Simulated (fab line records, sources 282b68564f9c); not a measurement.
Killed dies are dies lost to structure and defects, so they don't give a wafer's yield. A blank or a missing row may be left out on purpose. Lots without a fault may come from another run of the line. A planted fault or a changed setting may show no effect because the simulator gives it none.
Which tool did it? | flow rit_cmos | 14 lots, 42 wafers sampled, at 2 steps of a route of 202

WHAT THE GAUGES READ, wafer by wafer
RIT_SDANNEAL_RS_MEAS_05: measures by four-point-probe.
lot  | measured    | on            | NSD_RS (ohm/sq)
L281 | day 3 08:50 | film_metro-03 | 83.44 83.26 83.29
L282 | day 3 13:31 | film_metro-04 | 83.50 83.59 83.47
L283 | day 3 21:00 | film_metro-01 | 82.94 83.02 83.10
L285 | day 4 02:12 | film_metro-03 | 82.95 83.01 82.83
L286 | day 4 11:16 | film_metro-01 | 82.81 83.20 82.65
L287 | day 4 17:52 | film_metro-01 | 82.94 82.76 83.06
L288 | day 4 22:59 | film_metro-01 | - - -
L290 | day 5 06:09 | film_metro-03 | 83.36 83.13 83.05
L292 | day 5 21:31 | film_metro-03 | - - -
L295 | day 6 06:55 | film_metro-04 | 83.16 82.99 82.95
L296 | day 6 14:59 | film_metro-04 | 83.57 83.37 83.63
L298 | day 6 23:22 | film_metro-03 | 83.04 83.06 83.08
L301 | day 7 11:11 | film_metro-03 | 83.08 82.94 83.25
L302 | day 7 16:17 | film_metro-01 | 83.08 82.96 82.75

WHICH TOOL RAN EACH LOT (tool, then ch and the chambers of the sampled wafers, then the start)
lot  | RIT_NSD_IMPLANT_08
L281 | implanter-03 ch 0, day 3 06:29
L282 | implanter-03 ch 0, day 3 11:00
L283 | implanter-01 ch 0, day 3 18:31
L285 | implanter-03 ch 0, day 3 23:34
L286 | implanter-02 ch 0, day 4 08:26
L287 | implanter-01 ch 0, day 4 15:23
L288 | implanter-01 ch 0, day 4 20:24
L290 | implanter-03 ch 0, day 5 03:31
L292 | implanter-01 ch 0, day 5 18:57
L295 | implanter-03 ch 0, day 6 04:24
L296 | implanter-02 ch 0, day 6 12:38
L298 | implanter-02 ch 0, day 6 20:43
L301 | implanter-02 ch 0, day 7 08:42
L302 | implanter-02 ch 0, day 7 13:48
- RIT_NSD_IMPLANT_08

WHAT THE TOOLS THEMSELVES READ (means of the sampled wafers that have a number; where no wafer has one, the mark that the record gives instead)
RIT_NSD_IMPLANT_08.
lot  | tool         | tilt_deg (degrees)
L281 | implanter-03 | 7.018
L282 | implanter-03 | 6.987
L283 | implanter-01 | 7.023
L285 | implanter-03 | 7.012
L286 | implanter-02 | 6.995
L287 | implanter-01 | 7.007
L288 | implanter-01 | 8.549
L290 | implanter-03 | 6.992
L292 | implanter-01 | 8.525
L295 | implanter-03 | 7.021
L296 | implanter-02 | 7.002
L298 | implanter-02 | 7.005
L301 | implanter-02 | 7.000
L302 | implanter-02 | 6.982

THE ANSWER, worked out from the rows above alone
Rule: what is usual is taken from the lots themselves. Put in order of their means at a reading, lots are off if they are a third of the lots or fewer, leave a main group of 4 or more, and stand apart from it by a gap of 3 or more times the standard deviation of the main group's means; of several such gaps the widest counts. A main group whose means are all the same, to the digits that the tables above print for the reading, isn't used. A lot without any number at a reading at which 4 lots or more have one is off too. The other lots that the step has rows for count as sound. The gauges are gone through in route order, then the tools' own readings, and for those a lot's mean is taken as printed above. The first step at which some lot is off is used, and at that step the reading that is off furthest; a lot without a number counts as furthest.
Off: L288, L292, at RIT_SDANNEAL_RS_MEAS_05 (NSD_RS). Without a number there: L288, L292. The main group: mean 83.12 ohm/sq, standard deviation 0.22.
A tool fits if, at a process step before that reading, it ran every lot that is off, and no sound lot after the first of them. The gauges at RIT_SDANNEAL_RS_MEAS_05 aren't tried: what is off there is off at RIT_NSD_IMPLANT_08 too, on other tools, and a gauge's error can't cause that. One fits: implanter-01 at RIT_NSD_IMPLANT_08. Its last sound lot is L287 (day 4 15:23), its first lot that is off L288 (day 4 20:24): a fault that began between those two fits.
The tool's own readings at RIT_NSD_IMPLANT_08 bear it out: on the lots that are off they differ by more than 5 times the standard deviation of the sound lots' means. tilt_deg reads 8.537 degrees there against 7.004 degrees on the sound lots.

WHAT THE SIMULATOR HAD PUT IN
Process parameter drift: implanter-01, from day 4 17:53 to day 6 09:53, at RIT_NSD_IMPLANT_08. Setting tilt_deg, moved by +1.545, from 7. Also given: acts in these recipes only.
Lots struck among those shown: L288, L292. The rule above found the same.
